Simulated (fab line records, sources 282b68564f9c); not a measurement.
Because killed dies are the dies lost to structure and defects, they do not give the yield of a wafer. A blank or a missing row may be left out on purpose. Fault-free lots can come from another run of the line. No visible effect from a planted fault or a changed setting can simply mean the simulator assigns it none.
Which tool was responsible?	flow rit cmos	13 lots with 39 wafers sampled at 3 steps, on a route of 202 steps

## WHAT THE GAUGES SHOWED, per wafer
RIT_FOX2_THK_MEAS_90.
lot	measured	on	FIELD_OXIDE_LEFT_1_THK (nm)
L211	day 2 01:39	film metro-01	319 321 318
L213	day 2 12:41	film metro-03	322 319 321
L214	day 2 21:04	film metro-03	326 334 325
L215	day 2 23:05	film metro-01	333 323 332
L216	day 3 02:43	film metro-01	325 324 326
L217	day 3 09:02	film metro-03	333 324 324
L218	day 3 13:19	film metro-02	323 324 327
L219	day 3 17:18	film metro-03	320 328 324
L221	day 4 03:24	film metro-03	325 323 326
L226	day 5 06:21	film metro-01	318 324 316
L227	day 5 10:26	film metro-02	324 324 323
L228	day 5 14:53	film metro-01	319 331 325
L233	day 6 20:12	film metro-02	332 339 342

RIT_WELLDRIVE_RS_MEAS_01: the measuring method here is four-point-probe.
lot	measured	on	NWELL_RS (ohm/sq)
L211	day 2 10:32	film metro-04	272.9 272.6 272.1
L213	day 2 21:58	film metro-02	273.2 273.1 273.4
L214	day 3 05:20	film metro-03	274.1 273.4 273.2
L215	day 3 08:06	film metro-03	272.7 272.7 272.7
L216	day 3 11:42	film metro-03	273.2 273.6 274.3
L217	day 3 17:31	film metro-02	274.4 273.9 273.3
L218	day 3 22:35	film metro-02	272.4 272.5 272.4
L219	day 4 01:41	film metro-02	273.7 273.5 274.2
L221	day 4 13:24	film metro-03	273.8 273.4 273.4
L226	day 5 14:49	film metro-04	272.5 272.0 271.8
L227	day 5 19:05	film metro-03	273.1 272.6 273.5
L228	day 6 00:10	film metro-02	273.0 272.6 272.0
L233	day 7 05:52	film metro-03	272.3 273.0 272.8

RIT_WELLDRIVE_RS_MEAS_02: the measuring method here is four-point-probe.
lot	measured	on	PWELL_RS (ohm/sq)
L211	day 2 10:40	film metro-04	432.8 430.0 430.2
L213	day 2 22:05	film metro-02	428.8 427.5 429.2
L214	day 3 05:27	film metro-03	429.3 429.4 429.0
L215	day 3 08:13	film metro-03	430.7 429.8 430.8
L216	day 3 11:49	film metro-03	428.1 428.2 428.7
L217	day 3 17:38	film metro-02	427.5 427.2 427.1
L218	day 3 22:43	film metro-02	428.4 428.3 428.4
L219	day 4 01:48	film metro-02	427.0 427.4 427.8
L221	day 4 13:31	film metro-03	428.2 428.1 429.2
L226	day 5 14:56	film metro-04	430.7 430.0 430.6
L227	day 5 19:12	film metro-03	429.2 429.6 429.2
L228	day 6 00:17	film metro-02	428.7 427.6 428.6
L233	day 7 05:59	film metro-03	429.6 431.0 431.1

## WHAT TOOL EACH LOT RAN ON (gives the tool, then ch and the chambers of the sampled wafers, and finally the start)
No process step before these readings appears in the record.

## AS READ BY THE TOOLS THEMSELVES (means over the sampled wafers that have a number; for cases with no such wafer, the mark the record gives instead)
The record holds no such reading with a usual standard deviation.

## THE ANSWER, worked out from the rows above alone
Rule: the usual values come from the lots themselves. Put in order of their means at a reading, lots are off if they are a third of the lots or fewer, leave a main group of 4 or more, and stand apart from it by a gap of 3 or more times the standard deviation of the main group's means; of several such gaps the widest counts. A main group is skipped when, at the precision printed for the reading in the tables above, its means are all equal. Also off: a lot with no number at a reading for which 4 or more lots have one. The other lots that the step has rows for count as sound. Order of review: gauges by route order, followed by the tools' own readings, for which a lot's mean as printed above is used. The first step at which some lot is off is used, and at that step the reading that is off furthest; a lot without a number counts as furthest.
Nothing can be told from this: no lot is off at any reading shown.

## WHAT THE SIMULATOR PUT IN
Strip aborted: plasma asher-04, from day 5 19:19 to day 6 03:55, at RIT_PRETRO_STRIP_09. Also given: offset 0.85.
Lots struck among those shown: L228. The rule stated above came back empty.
